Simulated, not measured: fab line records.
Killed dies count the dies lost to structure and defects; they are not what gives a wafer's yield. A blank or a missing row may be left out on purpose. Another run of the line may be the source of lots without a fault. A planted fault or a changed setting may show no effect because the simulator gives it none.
Shared-tool check / flow rit cmos / Lots sampled 16, wafers sampled 48

WHAT PROMPTED THE OPENING
Of 16 lots, 4 have the reading PSD_OVL flagged at RIT_PSD_OVL_MEAS_06. Fault-free wafers read -0.2 nm, with a standard deviation of 1.2.
Rule: a lot gets a flag if all its wafers with a number sit over 4 standard deviations from that mean, or if no wafer of it has a number. The rest of the lots are taken to be sound.

lot=L225; measured=day 3 01:53; on=overlay-01; PSD_OVL (nm), wafer by wafer=-1.4 1.0 -0.7; flag=
lot=L226; measured=day 3 06:47; on=overlay-02; PSD_OVL (nm), wafer by wafer=-0.6 -2.1 -2.6; flag=
lot=L227; measured=day 3 11:43; on=overlay-02; PSD_OVL (nm), wafer by wafer=0.2 1.4 1.0; flag=
lot=L228; measured=day 3 19:46; on=overlay-01; PSD_OVL (nm), wafer by wafer=1.9 1.0 0.3; flag=
lot=L229; measured=day 3 21:47; on=overlay-01; PSD_OVL (nm), wafer by wafer=-0.5 -0.4 -2.4; flag=
lot=L230; measured=day 4 02:41; on=overlay-01; PSD_OVL (nm), wafer by wafer=-0.5 -1.1 -0.6; flag=
lot=L231; measured=day 4 07:05; on=overlay-02; PSD_OVL (nm), wafer by wafer=-0.2 1.8 -0.4; flag=
lot=L233; measured=day 4 16:43; on=overlay-01; PSD_OVL (nm), wafer by wafer=0.7 1.0 0.1; flag=
lot=L234; measured=day 4 23:00; on=overlay-02; PSD_OVL (nm), wafer by wafer=-1.5 -0.1 0.5; flag=
lot=L235; measured=day 5 02:19; on=overlay-01; PSD_OVL (nm), wafer by wafer=-0.7 -1.0 -2.5; flag=
lot=L236; measured=day 5 07:17; on=overlay-01; PSD_OVL (nm), wafer by wafer=128.7 128.4 128.0; flag=FLAGGED
lot=L237; measured=day 5 14:11; on=overlay-01; PSD_OVL (nm), wafer by wafer=131.5 132.6 132.6; flag=FLAGGED
lot=L238; measured=day 5 19:25; on=overlay-01; PSD_OVL (nm), wafer by wafer=0.0 0.0 0.9; flag=
lot=L239; measured=day 5 22:38; on=overlay-02; PSD_OVL (nm), wafer by wafer=130.5 130.8 129.5; flag=FLAGGED
lot=L240; measured=day 6 02:59; on=overlay-02; PSD_OVL (nm), wafer by wafer=128.8 130.1 129.7; flag=FLAGGED
lot=L248; measured=day 7 21:16; on=overlay-02; PSD_OVL (nm), wafer by wafer=0.0 -1.1 1.2; flag=
On average the flagged lots read 130.1 nm, which is +130.3 nm against the usual, or +99 or more standard deviations.

WHICH TOOL RAN EACH LOT
The record holds 2 process steps before the reading, out of a route of 202 steps. Each cell gives the tool, then ch followed by the chambers the sampled wafers passed through, then the start.
lot=L225; flag=; RIT_GATE_STRIP_20=plasma asher-04 ch 0,1, day 2 14:34; RIT_PSD_EXPOSE_03=iline stepper-01 ch 0, day 3 01:29
lot=L226; flag=; RIT_GATE_STRIP_20=plasma asher-04 ch 0,1, day 2 19:10; RIT_PSD_EXPOSE_03=iline stepper-01 ch 0, day 3 06:23
lot=L227; flag=; RIT_GATE_STRIP_20=plasma asher-04 ch 0,1, day 3 00:07; RIT_PSD_EXPOSE_03=iline stepper-02 ch 0, day 3 11:19
lot=L228; flag=; RIT_GATE_STRIP_20=plasma asher-04 ch 0,1, day 3 08:38; RIT_PSD_EXPOSE_03=iline stepper-02 ch 0, day 3 19:22
lot=L229; flag=; RIT_GATE_STRIP_20=plasma asher-02 ch 0,1, day 3 08:47; RIT_PSD_EXPOSE_03=iline stepper-01 ch 0, day 3 21:23
lot=L230; flag=; RIT_GATE_STRIP_20=plasma asher-02 ch 0,1, day 3 14:41; RIT_PSD_EXPOSE_03=iline stepper-02 ch 0, day 4 02:18
lot=L231; flag=; RIT_GATE_STRIP_20=plasma asher-02 ch 0,1, day 3 19:55; RIT_PSD_EXPOSE_03=iline stepper-01 ch 0, day 4 06:41
lot=L233; flag=; RIT_GATE_STRIP_20=plasma asher-02 ch 0,1, day 4 05:26; RIT_PSD_EXPOSE_03=iline stepper-02 ch 0, day 4 16:19
lot=L234; flag=; RIT_GATE_STRIP_20=plasma asher-04 ch 0,1, day 4 10:46; RIT_PSD_EXPOSE_03=iline stepper-01 ch 0, day 4 22:36
lot=L235; flag=; RIT_GATE_STRIP_20=plasma asher-03 ch 0,1, day 4 15:07; RIT_PSD_EXPOSE_03=iline stepper-01 ch 0, day 5 01:56
lot=L236; flag=FLAGGED; RIT_GATE_STRIP_20=plasma asher-03 ch 0,1, day 4 19:58; RIT_PSD_EXPOSE_03=iline stepper-01 ch 0, day 5 06:53
lot=L237; flag=FLAGGED; RIT_GATE_STRIP_20=plasma asher-04 ch 0,1, day 5 02:50; RIT_PSD_EXPOSE_03=iline stepper-01 ch 0, day 5 13:48
lot=L238; flag=; RIT_GATE_STRIP_20=plasma asher-04 ch 0,1, day 5 06:37; RIT_PSD_EXPOSE_03=iline stepper-02 ch 0, day 5 19:02
lot=L239; flag=FLAGGED; RIT_GATE_STRIP_20=plasma asher-04 ch 0,1, day 5 11:14; RIT_PSD_EXPOSE_03=iline stepper-01 ch 0, day 5 22:13
lot=L240; flag=FLAGGED; RIT_GATE_STRIP_20=plasma asher-02 ch 0,1, day 5 15:34; RIT_PSD_EXPOSE_03=iline stepper-01 ch 0, day 6 02:35
lot=L248; flag=; RIT_GATE_STRIP_20=plasma asher-03 ch 0,1, day 7 09:46; RIT_PSD_EXPOSE_03=iline stepper-02 ch 0, day 7 20:53
These steps, and what they do:
- RIT_GATE_STRIP_20: strips in O2, time 180 s.
- RIT_PSD_EXPOSE_03: exposes mask M10, target cd 40900 nm.
- RIT_PSD_OVL_MEAS_06

FLAGGED AGAINST TOTAL, ONE TOOL AT A TIME (gauges that did the reading follow at the end)
step=RIT_GATE_STRIP_20; tool=plasma asher-02; lots run=5; flagged=1; share of the flagged lots=some; sound lots run after its first flagged lot=0
step=RIT_GATE_STRIP_20; tool=plasma asher-03; lots run=3; flagged=1; share of the flagged lots=some; sound lots run after its first flagged lot=1 (L248)
step=RIT_GATE_STRIP_20; tool=plasma asher-04; lots run=8; flagged=2; share of the flagged lots=some; sound lots run after its first flagged lot=1 (L238)
step=RIT_PSD_EXPOSE_03; tool=iline stepper-01; lots run=10; flagged=4; share of the flagged lots=all; sound lots run after its first flagged lot=0
step=RIT_PSD_EXPOSE_03; tool=iline stepper-02; lots run=6; flagged=0; share of the flagged lots=none; sound lots run after its first flagged lot=-
step=RIT_PSD_OVL_MEAS_06; tool=overlay-01; lots run=9; flagged=2; share of the flagged lots=some; sound lots run after its first flagged lot=1 (L238)
step=RIT_PSD_OVL_MEAS_06; tool=overlay-02; lots run=7; flagged=2; share of the flagged lots=some; sound lots run after its first flagged lot=1 (L248)

WHAT THE TABLE ALLOWS
All flagged lots share 1 row of the table, namely iline stepper-01 at RIT_PSD_EXPOSE_03.
- iline stepper-01 at RIT_PSD_EXPOSE_03 ran 10 lots, 4 of them flagged. A fault beginning between L235 (day 5 01:56), its last sound lot, and L236 (day 5 06:53), its first flagged one, fits the data.
Left over: one tool, iline stepper-01 at RIT_PSD_EXPOSE_03.

WHAT THE SIMULATOR HAD PUT IN
Scanner matching overlay: iline stepper-01, from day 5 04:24 on, at RIT_PSD_EXPOSE_03. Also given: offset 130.
Lots struck among those shown: L236, L237, L239, L240. The rule given above showed the same thing.
